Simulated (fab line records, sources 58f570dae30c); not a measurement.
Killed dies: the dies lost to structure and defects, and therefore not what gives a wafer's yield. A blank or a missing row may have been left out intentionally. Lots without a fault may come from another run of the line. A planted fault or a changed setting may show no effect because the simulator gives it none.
Which tool is to blame? | flow berkeley-cmos170 | 6 lots with 18 wafers sampled at 3 steps, on a route of 331 steps

== WHAT EACH GAUGE READ, for each wafer ==
UCB170_V1_CD_MEAS_12 targets a cd of 700 nm.
lot  | measured     | on        | cd-nm (nm)
L628 | day 9 03:21  | cd-sem-01 | 698.9 696.0 697.3
L631 | day 9 18:17  | cd-sem-02 | 700.6 702.3 702.8
L629 | day 9 20:36  | cd-sem-01 | 698.6 699.7 698.4
L632 | day 11 00:43 | cd-sem-01 | 700.3 700.6 699.5
L641 | day 11 19:50 | cd-sem-01 | 700.3 700.2 699.3
L647 | day 12 22:50 | cd-sem-02 | 699.3 699.7 699.6

== WHICH TOOL RAN EACH LOT (tool, then ch and the chambers of the sampled wafers, then the start) ==
lot  | UCB170_PLDD_STRIP_10                 | UCB170_V1_EXPOSE_09
L628 | plasma-asher-02 ch 0,1, day 8 02:06  | krf-scanner-01 ch 0, day 9 02:49
L631 | plasma-asher-04 ch 0,1, day 8 11:22  | krf-scanner-02 ch 0, day 9 17:34
L629 | plasma-asher-01 ch 0,1, day 8 12:47  | krf-scanner-01 ch 0, day 9 19:56
L632 | plasma-asher-01 ch 0,1, day 9 13:05  | krf-scanner-02 ch 0, day 10 23:34
L641 | plasma-asher-02 ch 0, day 10 16:26   | krf-scanner-02 ch 0, day 11 19:27
L647 | plasma-asher-04 ch 0,1, day 11 18:01 | krf-scanner-02 ch 0, day 12 22:14
- UCB170_PLDD_STRIP_10: strips in O2.
- UCB170_V1_EXPOSE_09: exposes mask VIA1, target cd 700 nm.

== THE ANSWER, worked out from the rows above alone ==
Rule: the usual values come from the lots themselves. Put in order of their means at a reading, lots are off if they are a third of the lots or fewer, leave a main group of 4 or more, and stand apart from it by a gap of 3 or more times the standard deviation of the main group's means; of several such gaps the widest counts. A main group is skipped when, at the precision printed for the reading in the tables above, its means are all equal. Also off: a lot with no number at a reading for which 4 or more lots have one. Where the step has rows for the other lots, those lots are counted as sound.
No lot is off at any reading shown: from this, nothing can be told.

== WHAT WAS PUT IN BY THE SIMULATOR ==
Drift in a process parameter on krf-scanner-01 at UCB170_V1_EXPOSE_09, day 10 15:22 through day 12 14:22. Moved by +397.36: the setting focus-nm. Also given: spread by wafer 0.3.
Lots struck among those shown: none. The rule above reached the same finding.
